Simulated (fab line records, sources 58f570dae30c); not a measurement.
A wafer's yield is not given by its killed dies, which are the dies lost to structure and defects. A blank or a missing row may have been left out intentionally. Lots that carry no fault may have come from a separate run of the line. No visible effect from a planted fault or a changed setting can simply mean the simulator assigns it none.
One fault seen from 2 desks / flow berkeleyCmos170 / every desk sees just its own numbers, and what lay behind them comes last

== THE METROLOGY DESK ==
What the gauges read for every lot (on any tool): the sampled wafers with a number, averaged. If a lot's mean is further than 4 standard deviations from the usual mean, the lot is out of limits and carries the mark OUT (the distance appears in the brackets).
Columns: A = NWELL_OXIDE_THK at UCB170_NWELL_THK_MEAS_02, usual 26.0 nm; B = NWELL_TW at UCB170_NWELL_TW_MEAS_16, usual 1256; C = ACTIVE_OXIDE_THK at UCB170_ACTIVE_THK_MEAS_03, usual 26.1 nm
lot=L219; first seen here=day 2 04:13; A=26.0; B=1263; C=25.8
lot=L220; first seen here=day 2 08:13; A=26.6; B=1252; C=26.1
lot=L221; first seen here=day 2 14:23; A=25.6; B=1261; C=26.6
lot=L223; first seen here=day 2 22:03; A=25.8; B=1253; C=25.7
lot=L225; first seen here=day 3 06:15; A=25.5; B=1259; C=25.8
lot=L226; first seen here=day 3 14:32; A=26.4; B=1258; C=26.7
lot=L227; first seen here=day 3 14:33; A=26.2; B=1298 (+6.5) OUT; C=25.6
lot=L228; first seen here=day 4 00:25; A=25.4; B=1301 (+7.0) OUT; C=26.6
lot=L232; first seen here=day 4 21:17; A=26.5; B=1249; C=26.3
lot=L233; first seen here=day 5 01:11; A=26.3; B=1254; C=26.2
lot=L235; first seen here=day 5 05:49; A=25.6; B=1254; C=26.1
lot=L237; first seen here=day 5 17:56; A=26.0; B=1249; C=26.1
lot=L240; first seen here=day 6 05:37; A=25.5; B=1253; C=26.9
lot=L241; first seen here=day 6 10:50; A=25.9; B=1252; C=26.0
This desk finds L227, L228 out of limits, with the earliest case on L227 at day 3 21:50 (NWELL_TW at UCB170_NWELL_TW_MEAS_16). Within limits: L219, L220, L221, L223, L225, L226, L232, L233, L235, L237, L240, L241.

== AT THE TOOL OWNER'S DESK: implanter-02 ==
UCB170_NWELL_IMPLANT_14, tool's own readings: per-lot mean of the sampled wafers with a number, covering each lot this tool ran. If a lot's mean is further than 4 standard deviations from the usual mean, the lot is out of limits and carries the mark OUT (the distance appears in the brackets).
Columns: A = beamEnergyKeV at UCB170_NWELL_IMPLANT_14, usual 150.00; B = doseIonsCm2 at UCB170_NWELL_IMPLANT_14, usual 1.0002e+13; C = faradayCurrentUA at UCB170_NWELL_IMPLANT_14, usual 31.7
lot=L219; first seen here=day 2 14:22; A=149.99; B=1.0009e+13; C=31.7
lot=L223; first seen here=day 3 06:44; A=149.97; B=1.0006e+13; C=31.7
lot=L225; first seen here=day 3 15:30; A=149.99; B=1.0004e+13; C=31.5
lot=L227; first seen here=day 3 21:37; A=150.04; B=1.1003e+13 (+99 or more) OUT; C=35.4 (+6.0) OUT
lot=L228; first seen here=day 4 08:53; A=149.95; B=1.1015e+13 (+99 or more) OUT; C=34.0
Finding of this desk: L227, L228 out of limits; the first was L227 at day 3 21:37, on doseIonsCm2 at UCB170_NWELL_IMPLANT_14. Within limits: L219, L223, L225.

== PUT TOGETHER ==
At day 3 21:37, on L227, L228, the tool owner's desk was in a position to raise an alarm.
At day 3 21:50 the metrology desk could have sounded an alarm, on L227, L228.
UCB170_NWELL_IMPLANT_14 was run on implanter-02 by each of the lots named.

== WHAT THE SIMULATOR HAD PUT IN ==
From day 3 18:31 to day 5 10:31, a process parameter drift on implanter-02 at UCB170_NWELL_IMPLANT_14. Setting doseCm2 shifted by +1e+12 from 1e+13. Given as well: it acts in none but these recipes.
Struck lots among those shown: L227, L228.
Hours from the fault's start to each desk's first reading out of limits: the tool owner's desk, 3; the metrology desk, 3.
